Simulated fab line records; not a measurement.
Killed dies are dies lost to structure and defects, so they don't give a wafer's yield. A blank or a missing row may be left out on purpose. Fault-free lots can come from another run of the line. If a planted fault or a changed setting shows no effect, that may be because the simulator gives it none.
Problem report, 8D (eight disciplines) form, completed by code || flow rit cmos || the parts of the form that need people (team, actions taken, sign-off) are left out

## 1. THE PROBLEM
Wafers without a fault read 20.000, standard deviation 0.0062; beam energy keV at RIT_NLDD_IMPLANT_08 reads a mean of 20.191 on 9 wafers belonging to 3 lots. Relative to the usual mean, that is a shift of +31 standard deviations.
Seen first at day 5 14:24 on implanter-03, wafer L868.1. Wafers with a number at this step in the record: 45, from 15 lots. The rule behind "out" and "out of limits": a value lying over 4 standard deviations away from the usual mean. Any other wafer with a number is counted as sound.

## 2. WHAT IT IS, AND WHAT IT ISN'T
{"question": "which readings at this step", "is": "beam energy keV", "is not": "end station pressure torr"}
{"question": "which lots", "is": "L868, L869, L870", "is not": "L855, L856, L857, L859, L860, L861, L862, L873, L875, L876, L877, L878"}
{"question": "which wafers of those lots", "is": "all that have a number", "is not": "-"}
{"question": "read on which tools", "is": "implanter-03", "is not": "implanter-01, implanter-02"}
{"question": "when", "is": "from day 5 14:24", "is not": "up to then (21 sound wafers); but 15 sound wafers of L873, L875, L876, L877, L878 came after"}

## 3. SUSPECTS, AND WHAT RULES EACH OUT
Counting: a tool stays on the suspect list if, at a process step up to the reading, it processed all lots that are out and no sound lot following the first of them.
- implanter-03 at RIT_NLDD_IMPLANT_08: kept. It processed each lot that is out, first L868 at day 5 14:24, and no sound lot thereafter; up to then, the last sound lot it processed was L861 at day 4 03:05. On those wafers its own readings are out: beam energy keV.
Remaining after the count: implanter-03 at RIT_NLDD_IMPLANT_08.

## 4. THE CAUSE (what the simulator had put in)
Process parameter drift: implanter-03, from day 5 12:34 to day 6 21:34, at RIT_NLDD_IMPLANT_08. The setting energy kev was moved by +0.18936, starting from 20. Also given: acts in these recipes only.
This tool alone remained once counting was done.

## 5. THE CHAIN OF EFFECTS, in route order
One row per reading whose mean, taken over the struck wafers that have a number, lies over 3 standard deviations from the usual. Only readings whose record carries a usual standard deviation are examined. hours: median over the lots of the time between each lot's start at the first step of this table that gives one and its start at this step. sigmas: the change, counted in usual standard deviations.
{"hours": 0, "step": "RIT_NLDD_IMPLANT_08", "reading": "beam energy keV", "usual": 20.000, "on struck wafers": 20.191, "change": "+0.191", "sigmas": "+31"}
Its process steps:
- RIT_NLDD_IMPLANT_08
At these later measuring or inspecting steps, every struck wafer for which the step has a row has a number for every such reading, and none has moved that far: RIT_PLDD_TW_MEAS_10, RIT_M1_RS_MEAS_01.

## 6. HOW IT WOULD HAVE BEEN CAUGHT EARLIER
First out-of-limits reading in this record: day 5 14:24, which is 2 hours after fault onset at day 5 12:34.
